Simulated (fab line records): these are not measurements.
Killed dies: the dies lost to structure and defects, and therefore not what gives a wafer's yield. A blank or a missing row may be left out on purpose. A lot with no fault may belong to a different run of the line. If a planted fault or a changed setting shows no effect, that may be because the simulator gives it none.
fab line records + flow ritCmos
[record]
- lots = 14
- wafers = 42
- lastDay = 8
route steps=202 shown SILICIDE@162
lots untouched by any fault: they come from a run of this same line in which no faults occurred
startH: hours from the record's first day to the start of the lot's first wafer shown + waitH: hours elapsed since this lot's preceding step + " same as the row above + L1.1+2: several wafers, shown together as one row + - no value present, or no start provided + * or withheld: withheld + < > ~ a bound
route shown NAME@n: NAME is a module with steps in the file, n the number in the route of the first one + usual: mean and standard deviation over wafers with no fault + same: alike in all rows + chamber/n: place in a boat + sites: each site's reading + _std_site: how widely they spread, as a standard deviation + _edge_site: the outer-site mean with the inner-site mean subtracted + radiusMm: how far each site lies from the wafer's centre + mask NAME#n: copy n + behind: tool/chamber where the wafer was last shaped + hold: cause of the lot's hold/its duration in hours/its outcome + device: the n, p or np transistor that did not switch + end of line: at the end of the route, the tests of the same wafers + step lacking rows: just its recipe + killed: dies lost to structure and defects at the first sort, not the wafer's yield + map: the dies of a wafer, with x for killed, . for not killed, _ for no die there
set.NAME: the setting the step ran with; set.NAME@STEP: the setting that earlier step ran with + model.NAME: the simulator's own value behind a step, which no gauge read
steps of the route over a sample of lots; a table a step, a row a wafer
services: the hour from which a tool's chamber was out of use, counted from the record's first day as startH (under 0 if before that day), plus the number of hours and why
[[steps]]
[step RIT_SILICIDE_SPUTTER_01]
[recipe]
- material = Ti
- targetThkNm = 30
- powerW = 350
- chamberPressurePa = 0.667
- gas = Ar
- timeS = 240
- substrateTempC = 25
[usual]
- chamberPressurePa = 0.6669/0.0013
- throttleValvePct = 30.0/1.1
| lot.wafer | tool          | chamber | startH | waitH | chamberPressurePa | throttleValvePct |
|-----------|---------------|---------|--------|-------|-------------------|------------------|
| L761.1    | pvdSputter-01 | -       | 54.55  | 0.0   | 0.6683            | 30.4             |
| L761.3    | "             | -       | "      | "     | 0.6667            | 29.1             |
| L761.4    | "             | -       | "      | "     | 0.6685            | 31.2             |
| L763.2    | pvdSputter-01 | -       | 64.39  | 0.0   | 0.6667            | 31.1             |
| L763.3    | "             | -       | "      | "     | 0.6662            | 29.0             |
| L763.6    | "             | -       | "      | "     | 0.6673            | 28.8             |
| L764.1    | pvdSputter-04 | -       | 70.48  | 0.0   | 0.6659            | 30.3             |
| L764.2    | "             | -       | "      | "     | 0.6674            | 29.6             |
| L764.6    | "             | -       | "      | "     | 0.6670            | 30.0             |
| L765.1    | pvdSputter-01 | -       | 78.00  | 0.0   | 0.6696            | 28.7             |
| L765.4    | "             | -       | "      | "     | 0.6676            | 28.0             |
| L765.6    | "             | -       | "      | "     | 0.6681            | 28.6             |
| L766.1    | pvdSputter-04 | -       | 80.40  | 0.0   | 0.6664            | 30.1             |
| L766.2    | "             | -       | "      | "     | 0.6656            | 29.5             |
| L766.5    | "             | -       | "      | "     | 0.6662            | 30.2             |
| L767.1    | pvdSputter-01 | -       | 86.36  | 0.0   | 0.6685            | 30.7             |
| L767.2    | "             | -       | "      | "     | 0.6663            | 28.4             |
| L767.6    | "             | -       | "      | "     | 0.6659            | 30.3             |
| L768.2    | pvdSputter-03 | -       | 90.05  | 0.0   | 0.6666            | 29.4             |
| L768.5    | "             | -       | "      | "     | 0.6675            | 31.1             |
| L768.6    | "             | -       | "      | "     | 0.6669            | 29.3             |
| L769.1    | pvdSputter-01 | -       | 92.57  | 0.0   | 0.6667            | 28.1             |
| L769.3    | "             | -       | "      | "     | 0.6691            | 29.1             |
| L769.4    | "             | -       | "      | "     | 0.6660            | 30.2             |
| L771.3    | pvdSputter-01 | -       | 107.09 | 0.0   | 0.6665            | 28.9             |
| L771.5    | "             | -       | "      | "     | 0.6677            | 30.6             |
| L771.6    | "             | -       | "      | "     | 0.6672            | 29.2             |
| L776.1    | pvdSputter-01 | -       | 133.17 | 0.0   | 0.6478            | 31.0             |
| L776.5    | "             | -       | "      | "     | 0.6479            | 28.8             |
| L776.6    | "             | -       | "      | "     | 0.6468            | 32.0             |
| L775.2    | pvdSputter-04 | -       | 134.36 | 0.0   | 0.6635            | 31.7             |
| L775.5    | "             | -       | "      | "     | 0.6678            | 30.4             |
| L775.6    | "             | -       | "      | "     | 0.6668            | 30.3             |
| L778.2    | pvdSputter-01 | -       | 148.34 | 0.0   | 0.6462            | 31.0             |
| L778.4    | "             | -       | "      | "     | 0.6457            | 28.9             |
| L778.5    | "             | -       | "      | "     | 0.6451            | 28.6             |
| L782.2    | pvdSputter-03 | -       | 178.05 | 0.0   | 0.6678            | 30.9             |
| L782.3    | "             | -       | "      | "     | 0.6646            | 29.0             |
| L782.4    | "             | -       | "      | "     | 0.6680            | 30.6             |
| L783.1    | pvdSputter-03 | -       | 184.40 | 0.0   | 0.6665            | 31.1             |
| L783.2    | "             | -       | "      | "     | 0.6676            | 29.5             |
| L783.6    | "             | -       | "      | "     | 0.6678            | 31.2             |
[step RIT_SILICIDE_RS_MEAS_02]
[recipe]
- thkMeasGauge = four-point-probe
- reads = Ti_of_SILICIDE_SPUTTER_01
[usual]
- SILICIDE_TI_RS = 47.6/0.67
| lot.wafer | tool         | chamber | startH | waitH | SILICIDE_TI_RS[ohm/sq] |
|-----------|--------------|---------|--------|-------|------------------------|
| L761.1    | filmMetro-04 | -       | 54.70  | 0.1   | 47.5                   |
| L761.3    | "            | -       | "      | "     | 47.4                   |
| L761.4    | "            | -       | "      | "     | 47.9                   |
| L763.2    | filmMetro-04 | -       | 64.56  | 0.1   | 47.4                   |
| L763.3    | "            | -       | "      | "     | 47.9                   |
| L763.6    | "            | -       | "      | "     | 47.7                   |
| L764.1    | filmMetro-02 | -       | 70.63  | 0.1   | 47.4                   |
| L764.2    | "            | -       | "      | "     | 47.7                   |
| L764.6    | "            | -       | "      | "     | 46.9                   |
| L765.1    | filmMetro-04 | -       | 78.15  | 0.1   | 47.5                   |
| L765.4    | "            | -       | "      | "     | 48.7                   |
| L765.6    | "            | -       | "      | "     | 47.6                   |
| L766.1    | filmMetro-02 | -       | 80.55  | 0.1   | 47.5                   |
| L766.2    | "            | -       | "      | "     | 48.6                   |
| L766.5    | "            | -       | "      | "     | 47.9                   |
| L767.1    | filmMetro-01 | -       | 86.51  | 0.1   | 47.7                   |
| L767.2    | "            | -       | "      | "     | 48.1                   |
| L767.6    | "            | -       | "      | "     | 47.5                   |
| L768.2    | filmMetro-02 | -       | 90.22  | 0.1   | 46.9                   |
| L768.5    | "            | -       | "      | "     | 47.6                   |
| L768.6    | "            | -       | "      | "     | 47.3                   |
| L769.1    | filmMetro-02 | -       | 92.72  | 0.1   | 48.5                   |
| L769.3    | "            | -       | "      | "     | 47.2                   |
| L769.4    | "            | -       | "      | "     | 47.7                   |
| L771.3    | filmMetro-02 | -       | 107.28 | 0.1   | 47.3                   |
| L771.5    | "            | -       | "      | "     | 47.7                   |
| L771.6    | "            | -       | "      | "     | 47.8                   |
| L776.1    | filmMetro-01 | -       | 133.32 | 0.1   | 45.3                   |
| L776.5    | "            | -       | "      | "     | 45.6                   |
| L776.6    | "            | -       | "      | "     | 45.3                   |
| L775.2    | filmMetro-01 | -       | 134.53 | 0.1   | 48.0                   |
| L775.5    | "            | -       | "      | "     | 47.9                   |
| L775.6    | "            | -       | "      | "     | 47.5                   |
| L778.2    | filmMetro-04 | -       | 148.51 | 0.1   | 44.9                   |
| L778.4    | "            | -       | "      | "     | 45.4                   |
| L778.5    | "            | -       | "      | "     | 45.3                   |
| L782.2    | filmMetro-02 | -       | 178.22 | 0.1   | 47.7                   |
| L782.3    | "            | -       | "      | "     | 47.8                   |
| L782.4    | "            | -       | "      | "     | 48.2                   |
| L783.1    | filmMetro-04 | -       | 184.55 | 0.1   | 46.0                   |
| L783.2    | "            | -       | "      | "     | 45.6                   |
| L783.6    | "            | -       | "      | "     | 46.6                   |
[[services]]
| tool          | chamber | startH | hours | kind   |
|---------------|---------|--------|-------|--------|
| pvdSputter-03 | -       | 58.43  | 1.1   | repair |
| pvdSputter-03 | -       | 113.26 | 11.7  | repair |
| pvdSputter-04 | -       | 183.64 | 6.0   | repair |
[[key]]
[firstSign]
- step = RIT_SILICIDE_SPUTTER_01
- reading = chamberPressurePa
- direction = down
- sigmas = 16
- usual = 0.6669
- struck = 0.6466
[effect]
- step = RIT_SILICIDE_RS_MEAS_02
- reading = SILICIDE_TI_RS
- direction = down
- sigmas = 3.4
- usual = 47.6
- struck = 45.3
metAt RIT_SILICIDE_SPUTTER_01
struckLots L776,L778
testerLeftOut L776,L778
onsetBetween 107.09 133.17
[fault]
- kind = processParameterDrift
- tool = pvdSputter-01
- chamber = -
- onsetH = 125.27
- steps = RIT_SILICIDE_SPUTTER_01
- channel = chamberPressurePa
- offset = -0.02041
- shape = step
- endH = 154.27
- stated = 0.667
// testerLeftOut: of these lots the tester's yield and bins aren't shown, on N5 and GAA mostly nor the transistor test; their killed dies are dies lost to structure and defects alone, not to doping, threshold or leakage, so they don't give the yield
